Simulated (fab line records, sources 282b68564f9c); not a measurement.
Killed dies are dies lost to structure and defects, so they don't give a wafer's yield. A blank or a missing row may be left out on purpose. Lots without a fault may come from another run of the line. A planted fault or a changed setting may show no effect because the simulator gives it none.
fab line records | flow rit_cmos
record lots=5 wafers=23
route steps=202 shown M1@200
start_h: hours from the record's first day to the start of the lot's first wafer shown | wait_h: hours since the lot's step before | " the same as in the row above | L1.1+2: a row that stands for several wafers | - no value, or no start given | * or withheld: withheld | < > ~ a bound
route shown NAME@n: a module of which the file shows steps, and the number in the route of the first | usual: mean/standard deviation of fault-free wafers | same: alike in all rows | chamber/n: place in a boat | sites: the reading at each site | _std_site: their standard deviation | _edge_site: outer sites' mean less inner sites' | radius_mm: how far each site lies from the wafer's centre | mask NAME#n: copy n | behind: the tool/chamber that last shaped the wafer | hold: why the lot was held/for how many hours/how that ended | device: the transistor (n, p or np) that didn't switch | end of line: the same wafers' tests at the end of the route | a step without rows: its recipe alone | killed: dies lost to structure and defects at the first sort, not the wafer's yield | map: a wafer's dies, x killed, . not, _ none there
set.NAME: the setting as run; set.NAME@STEP: as run at that earlier step | model.NAME: the simulator's own value behind a step, which no gauge read
lots whose settings were changed on purpose; a table a step, a row a wafer
## steps
# step RIT_M1_ANNEAL_15
# recipe temp_c=450 time_s=1800 ambient=forming_gas_H2N2
# columns lot.wafer tool chamber start_h wait_h set.time_s
L074.1+3+4+5+6 - - - 0.1 2000
L076.1+2+3+4+5 - - - 0.3 1700
L082.1+2+4+5+6 - - - 0.1 1559
L083.1+3+4+5+6 - - - 0.1 1800
L085.2+3+6 furnace-02 0 115.91 0.1 1800
# step RIT_M1_PROBE_99
# usual killed_at_contacts=0.1/0.37 killed_at_front_end=6.5/2.8 killed_dies=6.6/2.7 killed_open=3.0/1.9 killed_short=3.5/1.9
# same gross_dies=264 killed_at_M0_to_M3=0 killed_at_M4_up=0 killed_at_back_side=0 killed_at_other=0
# columns lot.wafer tool chamber start_h wait_h set.temp_c@ACTIVE_OXIDATION_01 set.dev_temp_c@GATE_DEVELOP_15 killed_at_contacts killed_at_front_end killed_dies killed_open killed_short model.etest.pmos_0p3.r_on_ohm_um model.etest.pldd.width_nm model.etest.nldd.width_nm model.etest.pmos_0p15.r_on_ohm_um model.etest.pmos_turned.r_on_ohm_um
L074.1 prober-01 - 62.40 0.1 976.1 21.46 0 11 11 6 5 6161 3292 3321 2708 3413
L074.3 prober-01 - 62.50 0.2 976.1 21.46 0 6 6 4 1 5992 3302 3308 2565 3200
L074.4 prober-01 - 62.55 0.2 976.1 21.46 0 10 10 5 5 6050 3296 3294 2551 3261
L074.5 prober-01 - 62.60 0.2 976.1 23 0 8 8 6 2 6234 3294 3299 2745 3440
L074.6 prober-01 - 62.65 0.2 976.1 23 0 12 12 7 5 6378 3296 3291 2822 3485
L076.1 prober-01 - 72.52 0.1 1027 23 2 2 4 1 1 6531 2977 2974 3020 3705
L076.2 prober-01 - 72.57 0.1 1027 23 0 7 7 2 5 6614 2946 2941 3041 3699
L076.3 prober-01 - 72.62 0.2 1027 23 0 4 4 1 3 6368 2968 2984 2857 3503
L076.4 prober-01 - 72.67 0.2 1027 26.7 1 23 24 2 4 7090 2962 2951 3475 4184
L076.5 prober-01 - 72.72 0.2 1027 26.7 1 18 19 3 1 6762 2962 2952 3329 3979
L082.1 prober-01 - 101.26 0.1 1026 26.32 0 14 14 4 5 6842 3022 3033 3312 3967
L082.2 prober-01 - 101.31 0.1 1026 23 0 9 9 3 6 6415 3027 3043 2926 3575
L082.4 prober-01 - 101.41 0.2 1026 26.32 0 12 12 4 4 6981 3063 3041 3443 4091
L082.5 prober-01 - 101.46 0.2 1026 23 0 12 12 5 7 6408 3052 3039 2836 3469
L082.6 prober-01 - 101.51 0.2 1026 26.32 0 10 10 3 4 6931 3036 3018 3478 4156
L083.1 prober-02 - 107.58 0.1 1023 23 0 10 10 4 6 6271 2946 2924 2690 3323
L083.3 prober-02 - 107.68 0.2 1023 23 0 7 7 7 0 6331 2937 2937 2792 3465
L083.4 prober-02 - 107.73 0.2 1023 23 0 9 9 4 5 6196 2942 2952 2731 3384
L083.5 prober-02 - 107.78 0.2 1023 23 0 8 8 3 5 6364 2958 2950 2865 3481
L083.6 prober-02 - 107.83 0.2 1023 23 0 5 5 4 1 6298 2936 2937 2729 3414
L085.2 prober-02 - 117.58 0.1 1000 23 0 11 11 6 4 6391 3181 3199 2899 3573
L085.3 prober-02 - 117.63 0.2 1000 23 0 2 2 0 2 6351 3190 3181 2891 3535
L085.6 prober-02 - 117.78 0.2 1000 23 0 12 12 7 5 6420 3184 3185 2943 3600
# killed by level:class
L074.1 FOX1:geometric_particle:open=2 REOX:geometric_particle:short=2 SPACER:geometric_particle:open=2 SILICIDE:geometric_particle:short=2 GATE:geometric_particle:open=1 SPACER:geometric_particle:short=1 SILICIDE:geometric_particle:open=1
L074.3 SILICIDE:geometric_particle:open=3 FOX1:geometric_particle:short=1 GATE:geometric_particle:open=1 GATE:area_develop=1
L074.4 FOX2:geometric_particle:open=2 REOX:geometric_particle:short=2 SPACER:geometric_particle:short=2 SILICIDE:geometric_particle:open=2 FOX1:geometric_particle:open=1 FOX2:geometric_particle:short=1
L074.5 FOX1:geometric_particle:open=2 GATE:geometric_particle:open=2 GATE:geometric_particle:short=2 FOX2:geometric_particle:open=1 SPACER:geometric_particle:open=1
L074.6 SILICIDE:geometric_particle:short=4 GATE:geometric_particle:open=3 FOX1:geometric_particle:open=2 GATE:geometric_particle:short=1 REOX:geometric_particle:open=1 SILICIDE:geometric_particle:open=1
L076.1 CONTACT:coat_microbubble_printed=2 GATE:geometric_particle:open=1 SPACER:geometric_particle:short=1
L076.2 GATE:geometric_particle:short=3 GATE:geometric_particle:open=1 REOX:geometric_particle:short=1 REOX:geometric_particle:open=1 SPACER:geometric_particle:short=1
L076.3 FOX1:geometric_particle:short=1 GATE:geometric_particle:open=1 GATE:geometric_particle:short=1 SPACER:geometric_particle:short=1
L076.4 GATE:area_develop=17 FOX1:geometric_particle:short=1 FOX1:geometric_particle:open=1 FOX2:geometric_particle:short=1 GATE:geometric_particle:open=1 GATE:geometric_particle:short=1 SPACER:geometric_particle:short=1 CONTACT:coat_microbubble_printed=1
L076.5 GATE:area_develop=14 REOX:geometric_particle:open=2 FOX2:geometric_particle:open=1 GATE:geometric_particle:short=1 CONTACT:coat_microbubble_printed=1
L082.1 GATE:area_develop=5 GATE:geometric_particle:open=3 FOX2:geometric_particle:short=2 GATE:geometric_particle:short=2 REOX:geometric_particle:short=1 SPACER:geometric_particle:open=1
L082.2 GATE:geometric_particle:open=2 GATE:geometric_particle:short=2 SILICIDE:geometric_particle:short=2 FOX1:geometric_particle:short=1 FOX1:geometric_particle:open=1 FOX2:geometric_particle:short=1
L082.4 GATE:area_develop=4 GATE:geometric_particle:open=2 GATE:geometric_particle:short=2 FOX1:geometric_particle:short=1 FOX2:geometric_particle:short=1 FOX2:geometric_particle:open=1 SPACER:geometric_particle:open=1
L082.5 GATE:geometric_particle:short=4 FOX1:geometric_particle:open=2 FOX1:geometric_particle:short=2 FOX2:geometric_particle:open=1 GATE:geometric_particle:open=1 REOX:geometric_particle:open=1 SILICIDE:geometric_particle:short=1
L082.6 GATE:area_develop=3 FOX1:geometric_particle:open=2 FOX1:geometric_particle:short=1 FOX2:geometric_particle:short=1 GATE:geometric_particle:open=1 REOX:geometric_particle:short=1 SPACER:geometric_particle:short=1
L083.1 GATE:geometric_particle:short=4 FOX2:geometric_particle:short=1 GATE:geometric_particle:open=1 REOX:geometric_particle:open=1 REOX:geometric_particle:short=1 SPACER:geometric_particle:open=1 SILICIDE:geometric_particle:open=1
L083.3 GATE:geometric_particle:open=2 REOX:geometric_particle:open=2 FOX1:geometric_particle:open=1 FOX2:geometric_particle:open=1 SILICIDE:geometric_particle:open=1
L083.4 GATE:geometric_particle:short=2 REOX:geometric_particle:short=2 FOX1:geometric_particle:open=1 FOX2:geometric_particle:open=1 SPACER:geometric_particle:open=1 SILICIDE:geometric_particle:short=1 SILICIDE:geometric_particle:open=1
L083.5 REOX:geometric_particle:open=2 SPACER:geometric_particle:short=2 FOX1:geometric_particle:short=1 GATE:geometric_particle:short=1 GATE:geometric_particle:open=1 REOX:geometric_particle:short=1
L083.6 FOX1:geometric_particle:open=2 GATE:geometric_particle:open=2 GATE:geometric_particle:short=1
L085.2 SPACER:geometric_particle:open=3 FOX1:geometric_particle:short=1 FOX2:geometric_particle:open=1 GATE:geometric_particle:open=1 REOX:geometric_particle:short=1 REOX:geometric_particle:open=1 SPACER:geometric_particle:short=1 SILICIDE:geometric_particle:short=1
L085.3 GATE:geometric_particle:short=2
L085.6 FOX1:geometric_particle:open=3 GATE:geometric_particle:short=3 SPACER:geometric_particle:open=2 GATE:geometric_particle:open=1 REOX:geometric_particle:short=1 SPACER:geometric_particle:short=1 SILICIDE:geometric_particle:open=1
## key
split step=RIT_M1_ANNEAL_15 setting=time_s stated=1800 by=lot
response none clear
split outside_this_file step=RIT_ACTIVE_OXIDATION_01 setting=temp_c
split outside_this_file step=RIT_GATE_DEVELOP_15 setting=dev_temp_c
# split outside_this_file: this setting was split too, and the file shows its column; the key of that split is in another file
